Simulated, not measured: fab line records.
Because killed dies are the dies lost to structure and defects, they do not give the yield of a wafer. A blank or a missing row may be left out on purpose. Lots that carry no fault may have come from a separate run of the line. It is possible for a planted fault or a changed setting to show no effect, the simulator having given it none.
What tool caused it? ; flow ritCmos ; 45 wafers from 15 lots sampled at 2 of the route's 202 steps

WHAT THE GAUGES READ, wafer by wafer
No reading from a measuring or inspecting step in the record can be judged against a usual standard deviation.

WHAT TOOL EACH LOT RAN ON (gives the tool, then ch and the chambers of the sampled wafers, and finally the start)
lot;RIT_M1_SOFTBAKE_05;RIT_M1_PROBE_99
L411;lithoTrack-04 ch 0, day 3 10:04;prober-01, day 3 13:25
L412;lithoTrack-01 ch 0, day 3 14:49;prober-02, day 3 18:04
L413;lithoTrack-01 ch 0, day 3 19:55;prober-01, day 3 23:24
L415;lithoTrack-04 ch 0, day 4 09:46;prober-01, day 4 13:15
L416;lithoTrack-01 ch 0, day 4 12:00;prober-02, day 4 15:22
L418;lithoTrack-04 ch 0, day 4 21:38;prober-02, day 5 01:04
L420;lithoTrack-04 ch 0, day 5 09:28;prober-02, day 5 12:45
L421;lithoTrack-04 ch 0, day 5 14:46;prober-01, day 5 18:11
L422;lithoTrack-04 ch 0, day 5 20:11;prober-02, day 5 23:38
L424;lithoTrack-02 ch 0, day 6 08:54;prober-02, day 6 12:10
L428;lithoTrack-02 ch 0, day 7 07:52;prober-01, day 7 11:08
L427;lithoTrack-01 ch 0, day 7 09:47;prober-02, day 7 13:25
L430;lithoTrack-02 ch 0, day 8 01:47;prober-02, day 8 05:03
L432;lithoTrack-01 ch 0, day 8 13:42;prober-02, day 8 17:07
L434;lithoTrack-01 ch 0, day 8 19:47;prober-01, day 8 23:03
- RIT_M1_SOFTBAKE_05: time 60 s.
- RIT_M1_PROBE_99

AS READ BY THE TOOLS THEMSELVES (means over the sampled wafers that have a number; for cases with no such wafer, the mark the record gives instead)
RIT_M1_SOFTBAKE_05. Usual: heaterPowerTotalW 34.57 W, standard deviation 0.051; plateTempC 90.01 C, standard deviation 0.12.
lot;tool;heaterPowerTotalW (W);plateTempC (C);flag
L411;lithoTrack-04;34.55;90.02;
L412;lithoTrack-01;34.52;89.89;
L413;lithoTrack-01;34.52;90.04;
L415;lithoTrack-04;34.59;89.92;
L416;lithoTrack-01;34.56;90.03;
L418;lithoTrack-04;34.55;89.98;
L420;lithoTrack-04;37.66;95.72;OFF
L421;lithoTrack-04;37.64;95.73;OFF
L422;lithoTrack-04;37.67;95.75;OFF
L424;lithoTrack-02;34.57;89.94;
L428;lithoTrack-02;34.55;89.91;
L427;lithoTrack-01;34.57;90.14;
L430;lithoTrack-02;34.58;89.80;
L432;lithoTrack-01;34.57;90.01;
L434;lithoTrack-01;34.58;89.94;

RIT_M1_PROBE_99. Usual: defectLimitedYield 97.2 %, standard deviation 1.2; killed_at_M0_to_M3 0.0, standard deviation 0.083; killedAtContacts 0.1, standard deviation 0.27; killedAtFrontEnd 7, standard deviation 3.1; killedDies 7, standard deviation 3.2; killedOpen 3.8, standard deviation 2.1; killedShort 3.6, standard deviation 2; sort_bin_3_pad_short 0.1 %, standard deviation 0.22; sort_bin_5_function 1.7 %, standard deviation 0.8; sort_bin_6_memory 1.0 %, standard deviation 0.64; sortNPass 257, standard deviation 3.2; sortYieldPct 97.2 %, standard deviation 1.2.
lot;tool;defectLimitedYield (%);killed_at_M0_to_M3;killedAtContacts;killedAtFrontEnd;killedDies;killedOpen;killedShort;sort_bin_3_pad_short (%);sort_bin_5_function (%);sort_bin_6_memory (%);sortNPass;sortYieldPct (%);flag
L411;prober-01;98.2;0.0;0.0;5;5;2.0;2.7;0.1;1.0;0.6;259;98.2;
L412;prober-02;97.4;0.0;0.0;7;7;3.0;4.0;0.0;1.6;1.0;257;97.4;
L413;prober-01;96.8;0.0;0.0;8;8;5.7;2.7;0.1;1.8;1.3;256;96.8;
L415;prober-01;96.9;0.0;0.0;8;8;4.3;3.7;0.1;2.3;0.6;256;96.9;
L416;prober-02;96.8;0.0;0.0;8;8;2.3;6.0;0.3;2.2;0.7;256;96.8;
L418;prober-02;97.3;0.0;0.0;7;7;4.0;3.0;0.1;1.4;1.1;257;97.3;
L420;prober-02;97.1;0.3;0.0;7;8;3.0;4.7;0.1;1.4;1.4;256;97.1;OFF
L421;prober-01;96.2;0.0;0.0;10;10;5.3;4.7;0.1;2.4;1.3;254;96.2;
L422;prober-02;96.9;0.0;0.0;8;8;4.0;4.0;0.0;2.2;0.9;256;96.9;
L424;prober-02;98.9;0.0;0.0;3;3;1.7;1.3;0.0;0.7;0.5;261;98.9;
L428;prober-01;96.6;0.0;0.0;9;9;4.0;5.0;0.1;2.1;1.2;255;96.6;
L427;prober-02;97.7;0.0;0.3;6;6;2.3;3.7;0.1;1.5;0.6;258;97.7;
L430;prober-02;97.1;0.0;0.0;8;8;4.3;3.3;0.4;1.9;0.6;256;97.1;
L432;prober-02;98.4;0.0;0.0;4;4;2.7;1.7;0.0;0.6;1.0;260;98.4;
L434;prober-01;96.0;0.0;0.0;11;11;5.3;5.3;0.5;2.0;1.5;253;96.0;

THE ANSWER, worked out from the rows above alone
Rule: take the mean of a lot's wafers that have a number; if it is more than 3 standard deviations from the usual mean, the lot is off. Also off: a lot with no number at a reading for which 4 or more lots have one. The other lots that the step has rows for count as sound. First the gauges in route order, then the tools' own readings, where a lot's mean is used as printed above. The first step at which some lot is off is used, and at that step the reading that is off furthest; a lot without a number counts as furthest.
Off, at RIT_M1_SOFTBAKE_05 on heaterPowerTotalW: L420, L421, L422.
A tool fits if, at that step or a process step before it, it ran every lot that is off, and no sound lot after the first of them. One fits: lithoTrack-04 at RIT_M1_SOFTBAKE_05. Its last sound lot is L418 (day 4 21:38), its first lot that is off L420 (day 5 09:28): a fault that began between those two fits.
The tool's own readings at RIT_M1_SOFTBAKE_05 bear it out: on the lots that are off they differ by more than 5 times the standard deviation of the sound lots' means. heaterPowerTotalW reads 37.66 W there against 34.56 W on the sound lots; plateTempC reads 95.73 C there against 89.97 C on the sound lots.

WHAT THE SIMULATOR PUT IN
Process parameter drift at RIT_M1_SOFTBAKE_05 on lithoTrack-04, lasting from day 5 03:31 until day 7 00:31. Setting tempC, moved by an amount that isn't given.
Struck lots among those shown: L420, L421, L422. The rule given above showed the same thing.
